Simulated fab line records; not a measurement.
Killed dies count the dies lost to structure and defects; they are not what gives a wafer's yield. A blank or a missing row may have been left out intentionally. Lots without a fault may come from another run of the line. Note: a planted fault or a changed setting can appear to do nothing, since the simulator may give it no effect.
fab line records + flow rit_cmos + part 2 of 2: steps 33 to 47 of 47
record
- lots=5
- wafers=15
- last_day=6
route steps=202 shown FOX1@20 FOX2@23 NWELL@28 PWELL@39 WELLDRIVE@50 NRETRO@53 PRETRO@64
lots with no fault: from the same line, run without faults
start_h: start of the lot's first displayed wafer, in hours after the record's first day + wait_h: hours elapsed since this lot's preceding step + " identical to the entry in the row above + L1.1+2: one row covering several wafers at once + - no value present, or no start provided + * or withheld: withheld + < > ~ a bound
route shown NAME@n: NAME is a module with steps in the file, n the number in the route of the first one + usual: mean/standard deviation taken from wafers without a fault + same: alike in all rows + chamber/n: place in a boat + sites: the reading at each site + _std_site: standard deviation of those values + _edge_site: the outer-site mean with the inner-site mean subtracted + radius_mm: how far each site lies from the wafer's centre + mask NAME#n: copy n + behind: the last tool/chamber to shape the wafer + hold: what put the lot on hold/how long, in hours/how the hold closed + device: which transistor (n, p or np) failed to switch + end of line: tests run on the same wafers once the route is complete + a step given without rows: its recipe and nothing more + killed: count of dies lost to structure and defects at first sort (not the wafer's yield) + map: per-die view of a wafer (x killed, . not killed, _ where there is no die)
set.NAME: the run value of the setting; set.NAME@STEP: its run value at that earlier step + model.NAME: the simulator's own value behind a step, which no gauge read
lots seen at some steps along the route; tables by step, rows by wafer
services: when a tool's chamber went out of use (start_h, in hours from the record's first day, below 0 if earlier), for how many hours, and the reason
## steps
# step RIT_WELLDRIVE_RS_MEAS_02
# recipe
- thk_meas_gauge=four-point-probe
# usual
- PWELL_RS=429.9/1.3
| lot.wafer | tool          | chamber | start_h | wait_h | PWELL_RS[ohm/sq] |
|-----------|---------------|---------|---------|--------|------------------|
| L074.1    | film_metro-03 | -       | 28.57   | 0.1    | 429.5            |
| L074.2    | "             | -       | "       | "      | 430.1            |
| L074.6    | "             | -       | "       | "      | 430.2            |
| L078.1    | film_metro-04 | -       | 49.52   | 0.1    | 427.4            |
| L078.3    | "             | -       | "       | "      | 427.2            |
| L078.4    | "             | -       | "       | "      | 425.7            |
| L080.1    | film_metro-04 | -       | 57.82   | 0.1    | 430.2            |
| L080.4    | "             | -       | "       | "      | 429.3            |
| L080.5    | "             | -       | "       | "      | 432.0            |
| L087.1    | film_metro-02 | -       | 96.13   | 0.1    | 430.2            |
| L087.5    | "             | -       | "       | "      | 430.5            |
| L087.6    | "             | -       | "       | "      | 430.9            |
| L091.1    | film_metro-04 | -       | 112.81  | 0.1    | 430.7            |
| L091.4    | "             | -       | "       | "      | 430.7            |
| L091.6    | "             | -       | "       | "      | 429.7            |
# step RIT_NRETRO_HMDS_00
# recipe
- prime_time_s=60
- prime_temp_c=140
| lot.wafer  | tool           | chamber | start_h | wait_h |
|------------|----------------|---------|---------|--------|
| L074.1+2+6 | litho_track-01 | 0       | 28.69   | 0.1    |
| L078.1+3+4 | litho_track-02 | 0       | 49.64   | 0.1    |
| L080.1+4+5 | litho_track-01 | 0       | 57.94   | 0.1    |
| L087.1+5+6 | litho_track-01 | 0       | 96.25   | 0.1    |
| L091.1+4+6 | litho_track-02 | 0       | 112.93  | 0.1    |
# step RIT_NRETRO_COAT_01
# recipe
- resist=NOVOLAK
- spin_rpm=2000
- resist_thk_nm=1300
| lot.wafer  | tool           | chamber | start_h | wait_h |
|------------|----------------|---------|---------|--------|
| L074.1+2+6 | litho_track-01 | 0       | 28.84   | 0.1    |
| L078.1+3+4 | litho_track-02 | 0       | 49.79   | 0.1    |
| L080.1+4+5 | litho_track-01 | 0       | 58.09   | 0.1    |
| L087.1+5+6 | litho_track-01 | 0       | 96.40   | 0.1    |
| L091.1+4+6 | litho_track-02 | 0       | 113.08  | 0.1    |
# step RIT_NRETRO_SOFTBAKE_02
# recipe
- resist=NOVOLAK
- temp_c=90
- time_s=60
| lot.wafer  | tool           | chamber | start_h | wait_h |
|------------|----------------|---------|---------|--------|
| L074.1+2+6 | litho_track-01 | 0       | 28.99   | 0.1    |
| L078.1+3+4 | litho_track-02 | 0       | 49.94   | 0.1    |
| L080.1+4+5 | litho_track-01 | 0       | 58.24   | 0.1    |
| L087.1+5+6 | litho_track-01 | 0       | 96.55   | 0.1    |
| L091.1+4+6 | litho_track-02 | 0       | 113.23  | 0.1    |
# step RIT_NRETRO_EXPOSE_03
# recipe
- mask_id=M4
- na=0.57
- target_cd_nm=43900
- dose_mj=250
# usual
- focus_offset_nm=0.0/0.54
- reticle_temp_C=23.01/0.11
| lot.wafer | tool             | chamber | start_h | wait_h | mask | focus_offset_nm | reticle_temp_C |
|-----------|------------------|---------|---------|--------|------|-----------------|----------------|
| L074.1    | iline_stepper-01 | 0       | 29.27   | 0.2    | M4#0 | 0.5             | 23.02          |
| L074.2    | "                | 0       | "       | "      | M4#0 | 0.4             | 22.83          |
| L074.6    | "                | 0       | "       | "      | M4#0 | -0.7            | 22.87          |
| L078.1    | iline_stepper-02 | 0       | 50.22   | 0.2    | M4#0 | -1.1            | 23.10          |
| L078.3    | "                | 0       | "       | "      | M4#0 | -0.4            | 23.05          |
| L078.4    | "                | 0       | "       | "      | M4#0 | 0.2             | 23.16          |
| L080.1    | iline_stepper-01 | 0       | 58.39   | 0.1    | M4#0 | 0.1             | 23.08          |
| L080.4    | "                | 0       | "       | "      | M4#0 | 0.3             | 23.08          |
| L080.5    | "                | 0       | "       | "      | M4#0 | -0.4            | 23.04          |
| L087.1    | iline_stepper-02 | 0       | 96.83   | 0.2    | M4#0 | -0.3            | 23.07          |
| L087.5    | "                | 0       | "       | "      | M4#0 | -0.4            | 22.95          |
| L087.6    | "                | 0       | "       | "      | M4#0 | -0.7            | 22.97          |
| L091.1    | iline_stepper-02 | 0       | 113.51  | 0.2    | M4#0 | 0.5             | 23.10          |
| L091.4    | "                | 0       | "       | "      | M4#0 | 1.0             | 23.01          |
| L091.6    | "                | 0       | "       | "      | M4#0 | 0.5             | 22.99          |
# step RIT_NRETRO_PEB_04
# recipe
- resist=NOVOLAK
- temp_c=withheld
- time_s=withheld
| lot.wafer  | tool           | chamber | start_h | wait_h |
|------------|----------------|---------|---------|--------|
| L074.1+2+6 | litho_track-03 | 0       | 29.38   | 0.1    |
| L078.1+3+4 | litho_track-03 | 0       | 50.33   | 0.1    |
| L080.1+4+5 | litho_track-03 | 0       | 58.50   | 0.1    |
| L087.1+5+6 | litho_track-03 | 0       | 96.94   | 0.1    |
| L091.1+4+6 | litho_track-02 | 0       | 113.62  | 0.1    |
# step RIT_NRETRO_DEVELOP_05
# recipe
- resist=NOVOLAK
- develop_time_s=68
- dev_temp_c=23
| lot.wafer  | tool           | chamber | start_h | wait_h |
|------------|----------------|---------|---------|--------|
| L074.1+2+6 | litho_track-03 | 0       | -       | -      |
| L078.1+3+4 | litho_track-03 | 0       | -       | -      |
| L080.1+4+5 | litho_track-03 | 0       | -       | -      |
| L087.1+5+6 | litho_track-03 | 0       | -       | -      |
| L091.1+4+6 | litho_track-02 | 0       | -       | -      |
# step RIT_NRETRO_OVL_MEAS_06
# usual
- NRETRO_OVL=0.7/1.2
| lot.wafer | tool       | chamber | start_h | wait_h | NRETRO_OVL[nm] |
|-----------|------------|---------|---------|--------|----------------|
| L074.1    | overlay-02 | -       | 29.70   | -      | -1.8           |
| L074.2    | "          | -       | "       | "      | -1.0           |
| L074.6    | "          | -       | "       | "      | -0.7           |
| L078.1    | overlay-01 | -       | 50.65   | -      | 1.4            |
| L078.3    | "          | -       | "       | "      | 0.8            |
| L078.4    | "          | -       | "       | "      | 0.2            |
| L080.1    | overlay-01 | -       | 58.82   | -      | 0.0            |
| L080.4    | "          | -       | "       | "      | -1.2           |
| L080.5    | "          | -       | "       | "      | -1.2           |
| L087.1    | overlay-02 | -       | 97.26   | -      | 0.5            |
| L087.5    | "          | -       | "       | "      | 0.3            |
| L087.6    | "          | -       | "       | "      | 1.4            |
| L091.1    | overlay-02 | -       | 113.94  | -      | 2.4            |
| L091.4    | "          | -       | "       | "      | 1.8            |
| L091.6    | "          | -       | "       | "      | 1.8            |
# step RIT_NRETRO_HARDBAKE_07
# recipe
- resist=NOVOLAK
- temp_c=140
- time_s=120
| lot.wafer  | tool           | chamber | start_h | wait_h |
|------------|----------------|---------|---------|--------|
| L074.1+2+6 | litho_track-02 | 0       | 29.73   | 0.0    |
| L078.1+3+4 | litho_track-01 | 0       | 50.68   | 0.0    |
| L080.1+4+5 | litho_track-02 | 0       | 58.85   | 0.0    |
| L087.1+5+6 | litho_track-01 | 0       | 97.29   | 0.0    |
| L091.1+4+6 | litho_track-02 | 0       | 113.97  | 0.0    |
# step RIT_NRETRO_IMPLANT_08
# recipe
- species=P
- energy_kev=70
- dose_cm2=1e+13
- tilt_deg=7
# usual
- end_station_pressure_torr=5.01e-06/2.9e-07
| lot.wafer | tool         | chamber | start_h | wait_h | end_station_pressure_torr |
|-----------|--------------|---------|---------|--------|---------------------------|
| L074.1    | implanter-04 | 0       | 29.98   | 0.2    | 4.67e-06                  |
| L074.2    | "            | 0       | "       | "      | 4.81e-06                  |
| L074.6    | "            | 0       | "       | "      | 4.48e-06                  |
| L078.1    | implanter-02 | 0       | 50.93   | 0.2    | 4.67e-06                  |
| L078.3    | "            | 0       | "       | "      | 5.01e-06                  |
| L078.4    | "            | 0       | "       | "      | 4.74e-06                  |
| L080.1    | implanter-04 | 0       | 59.10   | 0.2    | 5.09e-06                  |
| L080.4    | "            | 0       | "       | "      | 4.91e-06                  |
| L080.5    | "            | 0       | "       | "      | 4.83e-06                  |
| L087.1    | implanter-02 | 0       | 97.54   | 0.2    | 4.7e-06                   |
| L087.5    | "            | 0       | "       | "      | 5.23e-06                  |
| L087.6    | "            | 0       | "       | "      | 5.2e-06                   |
| L091.1    | implanter-02 | 0       | 114.22  | 0.2    | 4.75e-06                  |
| L091.4    | "            | 0       | "       | "      | 5.04e-06                  |
| L091.6    | "            | 0       | "       | "      | 5.11e-06                  |
# step RIT_NRETRO_STRIP_09
# recipe
- chemistry=O2
- time_s=180
- resist=NOVOLAK
- platen_temp_c=withheld
- power_w=500
- pressure_mtorr=4000
- o2_flow_sccm=4000
# usual
- drypump_motor_current_A=5.3/0.48
| lot.wafer | tool            | chamber | start_h | wait_h | drypump_motor_current_A | rf_hours_counter_h |
|-----------|-----------------|---------|---------|--------|-------------------------|--------------------|
| L074.1    | plasma_asher-03 | 1       | 30.13   | 0.1    | 5.8                     | 37                 |
| L074.2    | "               | 0       | "       | "      | 4.7                     | 37                 |
| L074.6    | "               | 0       | "       | "      | 4.8                     | -                  |
| L078.1    | plasma_asher-02 | 1       | 51.08   | 0.1    | 4.7                     | 26                 |
| L078.3    | "               | 0       | "       | "      | 5.7                     | -                  |
| L078.4    | "               | 1       | "       | "      | 4.7                     | -                  |
| L080.1    | plasma_asher-02 | 0       | 59.25   | 0.1    | 5.7                     | 26                 |
| L080.4    | "               | 0       | "       | "      | 5.7                     | -                  |
| L080.5    | "               | 1       | "       | "      | 4.7                     | -                  |
| L087.1    | plasma_asher-03 | 0       | 97.69   | 0.1    | 4.7                     | 44                 |
| L087.5    | "               | 0       | "       | "      | 4.7                     | -                  |
| L087.6    | "               | 1       | "       | "      | 5.9                     | -                  |
| L091.1    | plasma_asher-02 | 1       | 114.37  | 0.1    | 4.7                     | 32                 |
| L091.4    | "               | 0       | "       | "      | 5.7                     | -                  |
| L091.6    | "               | 0       | "       | "      | 5.7                     | -                  |
# step RIT_NRETRO_TW_MEAS_10
# usual
- NRETRO_TW=1045/6.2
| lot.wafer | tool          | chamber | start_h | wait_h | NRETRO_TW |
|-----------|---------------|---------|---------|--------|-----------|
| L074.1    | film_metro-01 | -       | 30.31   | 0.1    | 1045      |
| L074.2    | "             | -       | "       | "      | 1042      |
| L074.6    | "             | -       | "       | "      | 1039      |
| L078.1    | film_metro-01 | -       | 51.26   | 0.1    | 1052      |
| L078.3    | "             | -       | "       | "      | 1048      |
| L078.4    | "             | -       | "       | "      | 1046      |
| L080.1    | film_metro-01 | -       | 59.43   | 0.1    | 1053      |
| L080.4    | "             | -       | "       | "      | 1053      |
| L080.5    | "             | -       | "       | "      | 1052      |
| L087.1    | film_metro-01 | -       | 97.87   | 0.1    | 1049      |
| L087.5    | "             | -       | "       | "      | 1047      |
| L087.6    | "             | -       | "       | "      | 1049      |
| L091.1    | film_metro-04 | -       | 114.55  | 0.1    | 1040      |
| L091.4    | "             | -       | "       | "      | 1043      |
| L091.6    | "             | -       | "       | "      | 1042      |
# step RIT_PRETRO_HMDS_00
# recipe
- prime_time_s=60
- prime_temp_c=140
| lot.wafer  | tool           | chamber | start_h | wait_h |
|------------|----------------|---------|---------|--------|
| L074.1+2+6 | litho_track-04 | 0       | 30.37   | 0.1    |
| L078.1+3+4 | litho_track-01 | 0       | 51.32   | 0.1    |
| L080.1+4+5 | litho_track-04 | 0       | 59.49   | 0.1    |
| L087.1+5+6 | litho_track-02 | 0       | 97.93   | 0.1    |
| L091.1+4+6 | litho_track-04 | 0       | 114.68  | 0.1    |
# step RIT_PRETRO_COAT_01
# recipe
- resist=NOVOLAK
- spin_rpm=2000
- resist_thk_nm=1300
| lot.wafer  | tool           | chamber | start_h | wait_h |
|------------|----------------|---------|---------|--------|
| L074.1+2+6 | litho_track-04 | 0       | 30.52   | 0.1    |
| L078.1+3+4 | litho_track-01 | 0       | 51.47   | 0.1    |
| L080.1+4+5 | litho_track-04 | 0       | 59.64   | 0.1    |
| L087.1+5+6 | litho_track-02 | 0       | 98.08   | 0.1    |
| L091.1+4+6 | litho_track-04 | 0       | 114.83  | 0.1    |
# step RIT_PRETRO_SOFTBAKE_02
# recipe
- resist=NOVOLAK
- temp_c=90
- time_s=60
| lot.wafer  | tool           | chamber | start_h | wait_h |
|------------|----------------|---------|---------|--------|
| L074.1+2+6 | litho_track-04 | 0       | 30.67   | 0.1    |
| L078.1+3+4 | litho_track-01 | 0       | 51.62   | 0.1    |
| L080.1+4+5 | litho_track-04 | 0       | 59.79   | 0.1    |
| L087.1+5+6 | litho_track-02 | 0       | 98.23   | 0.1    |
| L091.1+4+6 | litho_track-04 | 0       | 114.98  | 0.1    |
## services
| tool             | chamber | start_h | hours | kind       |
|------------------|---------|---------|-------|------------|
| implanter-01     | -       | -7.17   | 4.0   | repair     |
| iline_stepper-01 | -       | 25.66   | 1.7   | pm         |
| iline_stepper-02 | -       | 28.46   | 15.0  | repair     |
| iline_stepper-02 | -       | 29.47   | 7.1   | repair     |
| wet_bench-04     | -       | 31.99   | 6.5   | repair     |
| furnace-04       | -       | 34.86   | 3.6   | pm         |
| iline_stepper-02 | -       | 53.69   | 1.7   | pm         |
| implanter-04     | -       | 63.58   | 4.0   | pm         |
| implanter-04     | -       | 81.70   | 2.1   | repair     |
| implanter-01     | -       | 83.40   | 6.1   | repair     |
| implanter-02     | -       | 102.93  | 2.7   | repair     |
| plasma_asher-04  | -       | 108.75  | 9.0   | pm         |
| plasma_asher-04  | 0       | 108.75  | 9.0   | vent_cycle |
| plasma_asher-04  | 1       | 108.75  | 9.0   | vent_cycle |
| plasma_asher-02  | -       | 112.24  | 1.4   | repair     |
